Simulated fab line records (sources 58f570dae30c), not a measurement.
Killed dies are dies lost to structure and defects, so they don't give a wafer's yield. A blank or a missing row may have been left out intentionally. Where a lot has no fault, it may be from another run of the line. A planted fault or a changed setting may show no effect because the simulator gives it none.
Which tool was responsible? ; flow berkeley-cmos170 ; Sampling: 15 lots, 45 wafers, 2 of 331 route steps

== WHAT THE GAUGES SHOWED, per wafer ==
No reading from a measuring or inspecting step in the record can be judged against a usual standard deviation.

== EACH LOT AND THE TOOL THAT RAN IT (in order: tool; ch and the chambers of the sampled wafers; start) ==
lot;UCB170_CONTACT_STRIP_06;UCB170_CONTACT_STRIP_19
L340;plasma-asher-02 ch 0,1, day 6 20:16;plasma-asher-03 ch 0,1, day 6 22:22
L341;plasma-asher-02 ch 0,1, day 7 02:59;plasma-asher-02 ch 0,1, day 7 04:44
L343;plasma-asher-03 ch 0,1, day 7 17:17;plasma-asher-04 ch 0,1, day 7 18:50
L342;plasma-asher-03 ch 0,1, day 7 19:04;plasma-asher-03 ch 0,1, day 7 21:50
L349;plasma-asher-02 ch 0,1, day 8 19:38;plasma-asher-04 ch 0,1, day 8 21:16
L351;plasma-asher-02 ch 0,1, day 8 21:23;plasma-asher-03 ch 0,1, day 9 00:03
L348;plasma-asher-03 ch 0,1, day 8 21:23;plasma-asher-04 ch 0,1, day 8 23:46
L356;plasma-asher-04 ch 0,1, day 10 00:34;plasma-asher-04 ch 0,1, day 10 02:24
L358;plasma-asher-02 ch 0,1, day 10 09:02;plasma-asher-04 ch 0,1, day 10 10:48
L357;plasma-asher-04 ch 0,1, day 10 09:34;plasma-asher-03 ch 0,1, day 10 11:11
L360;plasma-asher-03 ch 0,1, day 10 21:56;plasma-asher-03 ch 0,1, day 10 23:27
L359;plasma-asher-02 ch 0,1, day 10 22:23;plasma-asher-03 ch 0,1, day 11 00:10
L361;plasma-asher-04 ch 0,1, day 10 23:41;plasma-asher-02 ch 0,1, day 11 01:13
L363;plasma-asher-04 ch 0, day 11 13:47;plasma-asher-04 ch 0,1, day 11 15:45
L362;plasma-asher-02 ch 0,1, day 11 13:49;plasma-asher-03 ch 0,1, day 11 15:27
- UCB170_CONTACT_STRIP_06: strips in O2.
- UCB170_CONTACT_STRIP_19: strips in O2.

== WHAT THE TOOLS THEMSELVES READ (means of the sampled wafers that have a number; where no wafer has one, the mark that the record gives instead) ==
UCB170_CONTACT_STRIP_06. Usual: chamber-pressure-mTorr 3500 mTorr, standard deviation 3.3; drypump-motor-current-A 5.7 A, standard deviation 0.48; oes-product-au 0.735 a.u., standard deviation 0.0052; strip-time-to-endpoint-s 21.96 s, standard deviation 0.058.
lot;tool;chamber-pressure-mTorr (mTorr);drypump-motor-current-A (A);oes-product-au (a.u.);strip-time-to-endpoint-s (s);flag
L340;plasma-asher-02;3498;6.0;0.732;21.97;
L341;plasma-asher-02;3502;5.7;0.734;21.96;
L343;plasma-asher-03;3503;5.3;0.730;22.02;
L342;plasma-asher-03;3500;5.2;0.740;21.93;
L349;plasma-asher-02;-;-;-;-;OFF
L351;plasma-asher-02;-;-;-;-;OFF
L348;plasma-asher-03;-;-;-;-;OFF
L356;plasma-asher-04;3500;6.1;0.738;21.98;
L358;plasma-asher-02;3502;6.0;0.733;21.96;
L357;plasma-asher-04;3498;6.0;0.735;21.97;
L360;plasma-asher-03;3502;5.3;0.733;21.93;
L359;plasma-asher-02;3499;5.7;0.732;21.88;
L361;plasma-asher-04;3503;6.2;0.733;21.92;
L363;plasma-asher-04;3497;6.2;0.732;21.93;
L362;plasma-asher-02;3499;6.0;0.736;21.92;

UCB170_CONTACT_STRIP_19. Usual: chamber-pressure-mTorr 3500.1 mTorr, standard deviation 2.8; drypump-motor-current-A 5.7 A, standard deviation 0.45; oes-product-au 0.726 a.u., standard deviation 0.0043.
lot;tool;chamber-pressure-mTorr (mTorr);drypump-motor-current-A (A);oes-product-au (a.u.);flag
L340;plasma-asher-03;3498.4;5.2;0.723;
L341;plasma-asher-02;3498.4;6.0;0.721;
L343;plasma-asher-04;3500.8;6.1;0.724;
L342;plasma-asher-03;3500.4;5.2;0.723;
L349;plasma-asher-04;3501.7;6.1;0.737;
L351;plasma-asher-03;3497.2;5.3;0.738;
L348;plasma-asher-04;3500.5;6.0;0.736;
L356;plasma-asher-04;3502.9;6.1;0.721;
L358;plasma-asher-04;3501.6;6.1;0.724;
L357;plasma-asher-03;3496.9;5.3;0.725;
L360;plasma-asher-03;3499.2;5.3;0.724;
L359;plasma-asher-03;3501.5;5.3;0.728;
L361;plasma-asher-02;3502.0;5.7;0.724;
L363;plasma-asher-04;3500.2;6.1;0.728;
L362;plasma-asher-03;3498.0;5.3;0.728;

== THE ANSWER, worked out from the rows above alone ==
Rule: a lot is off if the mean of its wafers that have a number lies more than 3 standard deviations from the usual mean. Also off: a lot with no number at a reading for which 4 or more lots have one. Where the step has rows for the other lots, those lots are counted as sound. Order of review: gauges by route order, followed by the tools' own readings, for which a lot's mean as printed above is used. At the first step where some lot is off, the reading lying furthest off is the one used; lots without a number count as furthest.
Off at UCB170_CONTACT_STRIP_06 (chamber-pressure-mTorr): L349, L351, L348. Without a number there: L349, L351, L348.
If a tool, at that step or one of the process steps before it, ran each lot that is off and ran no sound lot following the first of them, it fits. No candidate that was tried fits.

== WHAT HAD BEEN PUT IN BY THE SIMULATOR ==
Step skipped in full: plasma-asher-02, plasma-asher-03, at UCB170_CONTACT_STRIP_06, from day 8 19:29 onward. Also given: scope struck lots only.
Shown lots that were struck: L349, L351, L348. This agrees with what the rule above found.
